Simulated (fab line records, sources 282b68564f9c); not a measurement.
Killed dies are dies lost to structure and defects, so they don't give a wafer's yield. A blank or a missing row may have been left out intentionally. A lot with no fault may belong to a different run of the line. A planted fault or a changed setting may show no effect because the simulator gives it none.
Split-lot study / flow rit-cmos / 23 wafers read from 5 lots, route of 202 steps

== SPLIT DETAILS ==
At RIT_SILICIDE_SPUTTER_01 (material Ti, target thk 30 nm, time 240 s), the setting power-w was moved away from the recipe's 350 W on 8 of the 23 wafers read, by -10.1% to -4.2%. All remaining wafers had this setting at the recipe value.

== SPLIT TO READING: what lies between them in the file, 1 step ==
- RIT_SILICIDE_RS_MEAS_02: measures by four-point-probe

== THE READING ==
SILICIDE_TI_THK, in nm, at RIT_SILICIDE_THK_MEAS_03 (measures by xrf). A value of 29.7 nm with a standard deviation of 0.4 nm is what fault-free wafers of this fab line usually give.

wafer=L074.1; tool, chamber at the split=pvd-sputter-03, -; power-w as run, W=350; against the recipe=recipe; SILICIDE_TI_THK, nm=30.0; against lot-mates on the recipe=-
wafer=L074.2; tool, chamber at the split=pvd-sputter-03, -; power-w as run, W=350; against the recipe=recipe; SILICIDE_TI_THK, nm=29.4; against lot-mates on the recipe=-
wafer=L074.3; tool, chamber at the split=pvd-sputter-03, -; power-w as run, W=335.4; against the recipe=-4.2%; SILICIDE_TI_THK, nm=29.0; against lot-mates on the recipe=-0.9
wafer=L074.4; tool, chamber at the split=pvd-sputter-03, -; power-w as run, W=350; against the recipe=recipe; SILICIDE_TI_THK, nm=30.2; against lot-mates on the recipe=-
wafer=L074.5; tool, chamber at the split=pvd-sputter-03, -; power-w as run, W=335.4; against the recipe=-4.2%; SILICIDE_TI_THK, nm=29.0; against lot-mates on the recipe=-0.9
wafer=L075.1; tool, chamber at the split=pvd-sputter-03, -; power-w as run, W=314.6; against the recipe=-10.1%; SILICIDE_TI_THK, nm=26.4; against lot-mates on the recipe=-3.5
wafer=L075.2; tool, chamber at the split=pvd-sputter-03, -; power-w as run, W=350; against the recipe=recipe; SILICIDE_TI_THK, nm=30.1; against lot-mates on the recipe=-
wafer=L075.3; tool, chamber at the split=pvd-sputter-03, -; power-w as run, W=314.6; against the recipe=-10.1%; SILICIDE_TI_THK, nm=27.1; against lot-mates on the recipe=-2.8
wafer=L075.4; tool, chamber at the split=pvd-sputter-03, -; power-w as run, W=350; against the recipe=recipe; SILICIDE_TI_THK, nm=29.7; against lot-mates on the recipe=-
wafer=L075.6; tool, chamber at the split=pvd-sputter-03, -; power-w as run, W=314.6; against the recipe=-10.1%; SILICIDE_TI_THK, nm=26.5; against lot-mates on the recipe=-3.4
wafer=L078.1; tool, chamber at the split=pvd-sputter-01, -; power-w as run, W=350; against the recipe=recipe; SILICIDE_TI_THK, nm=29.2; against lot-mates on the recipe=-
wafer=L078.2; tool, chamber at the split=pvd-sputter-01, -; power-w as run, W=318.6; against the recipe=-9.0%; SILICIDE_TI_THK, nm=27.7; against lot-mates on the recipe=-1.5
wafer=L078.4; tool, chamber at the split=pvd-sputter-01, -; power-w as run, W=318.6; against the recipe=-9.0%; SILICIDE_TI_THK, nm=27.3; against lot-mates on the recipe=-1.9
wafer=L078.5; tool, chamber at the split=pvd-sputter-01, -; power-w as run, W=318.6; against the recipe=-9.0%; SILICIDE_TI_THK, nm=27.2; against lot-mates on the recipe=-2.0
wafer=L078.6; tool, chamber at the split=pvd-sputter-01, -; power-w as run, W=350; against the recipe=recipe; SILICIDE_TI_THK, nm=29.2; against lot-mates on the recipe=-
wafer=L080.1; tool, chamber at the split=pvd-sputter-04, -; power-w as run, W=350; against the recipe=recipe; SILICIDE_TI_THK, nm=29.2; against lot-mates on the recipe=-
wafer=L080.2; tool, chamber at the split=pvd-sputter-04, -; power-w as run, W=350; against the recipe=recipe; SILICIDE_TI_THK, nm=29.9; against lot-mates on the recipe=-
wafer=L080.3; tool, chamber at the split=pvd-sputter-04, -; power-w as run, W=350; against the recipe=recipe; SILICIDE_TI_THK, nm=29.3; against lot-mates on the recipe=-
wafer=L080.5; tool, chamber at the split=pvd-sputter-04, -; power-w as run, W=350; against the recipe=recipe; SILICIDE_TI_THK, nm=29.3; against lot-mates on the recipe=-
wafer=L080.6; tool, chamber at the split=pvd-sputter-04, -; power-w as run, W=350; against the recipe=recipe; SILICIDE_TI_THK, nm=29.4; against lot-mates on the recipe=-
wafer=L083.3; tool, chamber at the split=pvd-sputter-03, -; power-w as run, W=350; against the recipe=recipe; SILICIDE_TI_THK, nm=30.1; against lot-mates on the recipe=-
wafer=L083.4; tool, chamber at the split=pvd-sputter-03, -; power-w as run, W=350; against the recipe=recipe; SILICIDE_TI_THK, nm=30.1; against lot-mates on the recipe=-
wafer=L083.6; tool, chamber at the split=pvd-sputter-03, -; power-w as run, W=350; against the recipe=recipe; SILICIDE_TI_THK, nm=30.1; against lot-mates on the recipe=-

THE FIT
A straight line over all 23 wafers: SILICIDE_TI_THK changes by +0.276 nm for each +1% of power-w; r = +0.95; the points scatter about the line by 0.4 nm.
The same after taking each lot's own level away (the mean of its wafers on the recipe; 23 wafers): +0.267 nm for each +1%; r = +0.95; scatter 0.39 nm.
According to that fit, moving power-w by its largest amount changes the reading by 2.7 nm.
The lots' own levels span 29.20 to 30.10 nm, that is 2.3 times the standard deviation above.
Hence the lot-to-lot level has little effect on the slope; both slopes agree.
Check: with one of the wafers moved furthest among these (-10.1%) left out of the fit, the line predicts -2.49 nm for it against its lot-mates. It came out at -3.5 nm against them.

== OTHER SPLITS ON THESE WAFERS ==
Note: prior to the reading, these wafers also went through further splits. Each is held against what the fit with the lots' levels taken away leaves over:
other split on the same wafers=RIT_NSD_SOFTBAKE_02 temp-c; wafers away from the commonest value=9; r with SILICIDE_TI_THK (lot level and that fit taken away)=-0.27
other split on the same wafers=RIT_NSD_IMPLANT_08 energy-kev; wafers away from the commonest value=5; r with SILICIDE_TI_THK (lot level and that fit taken away)=-0.49

== THE WHOLE CHAIN: every reading that the file lists as answering this split, in the file's order ==
step=RIT_SILICIDE_SPUTTER_01; what it does=material Ti, target thk 30 nm, time 240 s; reading=Ti_of_SILICIDE_SPUTTER_01.thk-nm (the simulator's own value, which no gauge read); change (the file's fit)=+0.274 nm for each +1% of the setting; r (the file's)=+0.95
step=RIT_SILICIDE_RS_MEAS_02; what it does=measures by four-point-probe; reading=SILICIDE_TI_RS; change (the file's fit)=-0.621 for each +1% of the setting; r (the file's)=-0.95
step=RIT_SILICIDE_THK_MEAS_03; what it does=measures by xrf; reading=SILICIDE_TI_THK; change (the file's fit)=+0.264 for each +1% of the setting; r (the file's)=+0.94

== FILE'S OWN FIT ==
SILICIDE_TI_THK changes by +0.264 nm for each +1% of power-w, r = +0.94.
